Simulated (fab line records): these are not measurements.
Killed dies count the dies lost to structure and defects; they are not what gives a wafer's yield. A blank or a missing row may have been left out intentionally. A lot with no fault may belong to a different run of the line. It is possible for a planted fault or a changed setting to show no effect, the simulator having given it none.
Which of the tools did it?    flow berkeley-cmos170    Sampling: 14 lots, 42 wafers, 3 of 331 route steps

== WHAT EACH GAUGE READ, for each wafer ==
UCB170_NWELL_OVL_MEAS_12.
lot   measured     on          NWELL_OVL (nm)
L763  day 2 06:08  overlay-02  -6 -19 -5
L764  day 2 10:43  overlay-01  -1 -1 -4
L765  day 2 15:08  overlay-01  -6 -6 -10
L766  day 2 18:19  overlay-02  -4 -5 -5
L767  day 3 04:01  overlay-01  -5 -1 4
L768  day 3 04:10  overlay-02  1 2 -1
L772  day 4 02:58  overlay-01  -15 -6 -9
L773  day 4 12:14  overlay-02  -10 -9 -7
L774  day 4 17:13  overlay-02  3 7 2
L775  day 5 01:49  overlay-01  -10 -5 3
L776  day 5 03:58  overlay-02  5 -7 -2
L777  day 5 10:19  overlay-02  1 -10 5
L782  day 6 06:53  overlay-02  -12 0 6
L781  day 6 07:01  overlay-01  -3 -10 -6

UCB170_PWELL_OVL_MEAS_13.
lot   measured     on          PWELL_OVL (nm)
L763  day 2 22:14  overlay-01  2 8 -1
L764  day 3 02:15  overlay-01  -3 -3 -4
L765  day 3 07:08  overlay-02  -1 6 -1
L766  day 3 13:55  overlay-02  2 9 9
L767  day 3 23:20  overlay-02  3 2 2
L768  day 3 23:36  overlay-02  1 -12 -11
L772  day 4 22:20  overlay-01  6 -2 -1
L773  day 5 06:04  overlay-01  -1 4 -3
L774  day 5 13:17  overlay-02  -5 -4 2
L775  day 5 22:54  overlay-01  -9 -3 -2
L776  day 5 22:38  overlay-02  -3 -1 -4
L777  day 6 07:45  overlay-02  4 -7 -3
L782  day 6 20:53  overlay-01  0 3 -13
L781  day 6 21:01  overlay-02  -13 -12 -11

== EACH LOT AND THE TOOL THAT RAN IT (in order: tool; ch and the chambers of the sampled wafers; start) ==
lot   UCB170_NWELL_STRIP_15
L763  plasma-asher-01 ch 0,1, day 2 06:26
L764  plasma-asher-04 ch 0,1, day 2 11:00
L765  plasma-asher-01 ch 0,1, day 2 15:25
L766  plasma-asher-03 ch 0,1, day 2 18:37
L767  plasma-asher-01 ch 0,1, day 3 04:19
L768  plasma-asher-03 ch 0,1, day 3 04:28
L772  plasma-asher-04 ch 1, day 4 03:15
L773  plasma-asher-01 ch 0,1, day 4 12:31
L774  plasma-asher-01 ch 0,1, day 4 17:29
L775  plasma-asher-01 ch 0,1, day 5 02:06
L776  plasma-asher-03 ch 0,1, day 5 04:16
L777  plasma-asher-03 ch 0,1, day 5 10:36
L782  plasma-asher-04 ch 0,1, day 6 07:11
L781  plasma-asher-03 ch 0,1, day 6 07:18
- UCB170_NWELL_STRIP_15: strips in O2.

== WHAT THE TOOLS THEMSELVES READ (means of the sampled wafers that have a number; where no wafer has one, the mark that the record gives instead) ==
UCB170_NWELL_STRIP_15.
lot   tool             drypump-motor-current-A (A)  oes-product-au (a.u.)  strip-time-to-endpoint-s (s)
L763  plasma-asher-01  6.3                          0.725                  17.93
L764  plasma-asher-04  5.6                          0.720                  18.09
L765  plasma-asher-01  6.3                          0.719                  18.10
L766  plasma-asher-03  5.6                          0.720                  18.08
L767  plasma-asher-01  6.3                          0.722                  18.10
L768  plasma-asher-03  5.6                          0.720                  18.10
L772  plasma-asher-04  5.0                          0.724                  18.07
L773  plasma-asher-01  6.3                          0.724                  18.02
L774  plasma-asher-01  6.1                          0.717                  17.99
L775  plasma-asher-01  6.3                          0.723                  18.05
L776  plasma-asher-03  5.6                          0.721                  18.14
L777  plasma-asher-03  5.5                          0.724                  18.03
L782  plasma-asher-04  5.6                          0.720                  18.07
L781  plasma-asher-03  5.5                          0.719                  17.96

== THE ANSWER, worked out from the rows above alone ==
Rule: the lots themselves supply what counts as usual. The widest of any qualifying gaps counts: lots, ordered by their means at a reading, are off when they make up no more than a third of the lots, leave a main group of 4 or more, and stand apart from it by 3 or more times the standard deviation of that group's means. Not used: any main group whose means are identical at the precision the tables above print for the reading. Also off: a lot with no number at a reading for which 4 or more lots have one. All remaining lots with rows at the step are treated as sound. The gauges are gone through in route order, then the tools' own readings, and for those a lot's mean is taken as printed above. The first step at which some lot is off is used, and at that step the reading that is off furthest; a lot without a number counts as furthest.
None of the lots is off at any reading shown; this tells nothing.

== WHAT THE SIMULATOR HAD PUT IN ==
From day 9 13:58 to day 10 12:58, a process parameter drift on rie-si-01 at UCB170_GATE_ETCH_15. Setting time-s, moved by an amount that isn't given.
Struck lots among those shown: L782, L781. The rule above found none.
